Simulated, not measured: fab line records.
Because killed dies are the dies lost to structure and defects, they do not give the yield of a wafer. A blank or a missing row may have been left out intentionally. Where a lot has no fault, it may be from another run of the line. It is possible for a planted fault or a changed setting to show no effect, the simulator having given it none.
What tool caused it? | flow berkeley cmos170 | 14 lots with 42 wafers sampled at 5 steps, on a route of 331 steps

== WHAT THE GAUGES READ, wafer by wafer ==
UCB170_WELLDRIVE_THK_MEAS_02.
lot  | measured    | on            | WELLDRIVE_OXIDE_THK (nm)
L677 | day 3 20:03 | film metro-04 | 198 200 196
L678 | day 4 01:41 | film metro-02 | 202 205 202
L679 | day 4 01:42 | film metro-03 | 201 202 200
L682 | day 4 22:41 | film metro-02 | 196 198 199
L681 | day 4 22:43 | film metro-02 | 196 195 199
L685 | day 5 04:16 | film metro-03 | 200 196 199
L686 | day 5 13:14 | film metro-04 | 200 198 199
L689 | day 5 21:03 | film metro-03 | 204 202 201
L690 | day 6 05:38 | film metro-02 | 204 205 205
L693 | day 6 21:02 | film metro-04 | 201 201 197
L691 | day 6 21:02 | film metro-03 | 199 197 198
L696 | day 7 11:42 | film metro-03 | 205 204 204
L697 | day 7 15:07 | film metro-04 | 196 197 199
L699 | day 8 04:40 | film metro-04 | 197 196 196

UCB170_GATE_CD_MEAS_12: the cd target is 350 nm.
lot  | measured     | on        | cd nm (nm)
L677 | day 5 22:16  | cd sem-01 | 351.0 349.9 350.9
L678 | day 6 10:50  | cd sem-01 | 349.7 350.8 350.2
L679 | day 6 10:46  | cd sem-02 | 349.8 349.7 349.3
L682 | day 7 06:28  | cd sem-01 | 357.5 356.5 358.2
L681 | day 7 05:58  | cd sem-02 | 352.1 350.9 350.4
L685 | day 7 05:46  | cd sem-01 | 352.4 352.8 351.9
L686 | day 7 19:30  | cd sem-02 | 355.6 356.0 356.3
L689 | day 8 01:24  | cd sem-02 | 351.8 350.4 350.4
L690 | day 8 16:04  | cd sem-01 | 349.2 348.5 349.2
L693 | day 9 03:50  | cd sem-01 | 349.1 349.2 350.7
L691 | day 9 04:13  | cd sem-01 | 348.1 348.7 349.1
L696 | day 9 17:31  | cd sem-01 | 351.0 350.3 352.0
L697 | day 10 07:43 | cd sem-01 | 350.4 349.8 349.8
L699 | day 10 12:50 | cd sem-02 | 351.2 351.4 351.9

UCB170_CONTACT_OVL_MEAS_16.
lot  | measured     | on         | CONTACT_OVL (nm)
L677 | day 7 02:33  | overlay-02 | 3 5 1
L678 | day 7 10:31  | overlay-01 | -3 -6 -8
L679 | day 7 14:35  | overlay-01 | 1 0 2
L682 | day 8 06:23  | overlay-02 | -5 -9 -4
L681 | day 8 04:34  | overlay-01 | 9 -1 2
L685 | day 8 04:29  | overlay-02 | 8 6 2
L686 | day 8 15:40  | overlay-02 | 6 7 -2
L689 | day 8 22:18  | overlay-02 | 5 -10 -1
L690 | day 9 16:30  | overlay-02 | -6 -11 -1
L693 | day 10 01:07 | overlay-02 | 2 4 1
L691 | day 10 01:14 | overlay-02 | -3 -2 1
L696 | day 10 10:07 | overlay-02 | 2 -4 0
L697 | day 11 03:13 | overlay-01 | 3 5 0
L699 | day 11 07:10 | overlay-01 | 6 1 3

== TOOL THAT RAN EACH LOT (tool first, then ch and the chambers of the sampled wafers, then the start) ==
lot  | UCB170_GATE_COAT_07               | UCB170_SILICIDE_RTA_04
L677 | litho track-03 ch 0, day 5 20:00  | rtp anneal-01 ch 0, day 6 19:50
L678 | litho track-04 ch 0, day 6 09:00  | rtp anneal-01 ch 0, day 7 05:06
L679 | litho track-01 ch 0, day 6 09:00  | rtp anneal-02 ch 0, day 7 05:25
L682 | litho track-03 ch 0, day 7 05:00  | rtp anneal-01 ch 0, day 8 00:44
L681 | litho track-03 ch 0, day 7 04:00  | rtp anneal-02 ch 0, day 7 23:30
L685 | litho track-01 ch 0, day 7 04:00  | rtp anneal-02 ch 0, day 7 23:11
L686 | litho track-03 ch 0, day 7 18:00  | rtp anneal-01 ch 0, day 8 10:43
L689 | litho track-01 ch 0, day 8 00:00  | rtp anneal-02 ch 0, day 8 18:02
L690 | litho track-04 ch 0, day 8 14:00  | rtp anneal-01 ch 0, day 9 11:13
L693 | litho track-01 ch 0, day 9 02:00  | rtp anneal-01 ch 0, day 9 17:49
L691 | litho track-04 ch 0, day 9 02:00  | rtp anneal-01 ch 0, day 9 18:10
L696 | litho track-04 ch 0, day 9 16:00  | rtp anneal-01 ch 0, day 10 06:03
L697 | litho track-01 ch 0, day 10 06:00 | rtp anneal-01 ch 0, day 10 23:11
L699 | litho track-04 ch 0, day 10 10:00 | rtp anneal-02 ch 0, day 11 02:37
- UCB170_GATE_COAT_07: resist thk 900 nm.
- UCB170_SILICIDE_RTA_04: time 15 s.

== AS READ BY THE TOOLS THEMSELVES (means over the sampled wafers that have a number; for cases with no such wafer, the mark the record gives instead) ==
UCB170_SILICIDE_RTA_04.
lot  | tool          | lamp power pct (%) | wafer_temp_C_max
L677 | rtp anneal-01 | 11.1               | 652.8
L678 | rtp anneal-01 | 11.1               | 653.6
L679 | rtp anneal-02 | 9.6                | 652.7
L682 | rtp anneal-01 | 11.1               | 652.6
L681 | rtp anneal-02 | 9.6                | 653.1
L685 | rtp anneal-02 | 9.6                | 652.5
L686 | rtp anneal-01 | 11.1               | 652.9
L689 | rtp anneal-02 | 9.6                | 651.8
L690 | rtp anneal-01 | 11.1               | 653.0
L693 | rtp anneal-01 | 11.1               | 653.1
L691 | rtp anneal-01 | 11.1               | 653.3
L696 | rtp anneal-01 | 11.1               | 653.1
L697 | rtp anneal-01 | 11.1               | 653.2
L699 | rtp anneal-02 | 9.6                | 652.9

== THE ANSWER, worked out from the rows above alone ==
Rule: what is usual is taken from the lots themselves. Put in order of their means at a reading, lots are off if they are a third of the lots or fewer, leave a main group of 4 or more, and stand apart from it by a gap of 3 or more times the standard deviation of the main group's means; of several such gaps the widest counts. A main group whose means are all the same, to the digits that the tables above print for the reading, isn't used. A lot without any number at a reading at which 4 lots or more have one is off too. The other lots that the step has rows for count as sound. Order of review: gauges by route order, followed by the tools' own readings, for which a lot's mean as printed above is used. The first step at which some lot is off is used, and at that step the reading that is off furthest; a lot without a number counts as furthest.
Off, at UCB170_GATE_CD_MEAS_12 on cd nm: L682, L686. For the main group the mean is 350.4 nm and the standard deviation 1.
If a tool, at a process step before that reading, ran all the lots that are off and no sound lot after the first of them, it fits. Those tools and the gauges at UCB170_GATE_CD_MEAS_12 are tried in the same way. One fits: litho track-03 at UCB170_GATE_COAT_07. Its last sound lot is L681 (day 7 04:00), its first lot that is off L682 (day 7 05:00): a fault that began between those two fits.

== WHAT THE SIMULATOR HAD INSERTED ==
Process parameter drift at UCB170_GATE_COAT_07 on litho track-03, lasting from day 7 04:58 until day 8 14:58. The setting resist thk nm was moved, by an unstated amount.
Struck lots among those shown: L682, L686. The rule above found the same.
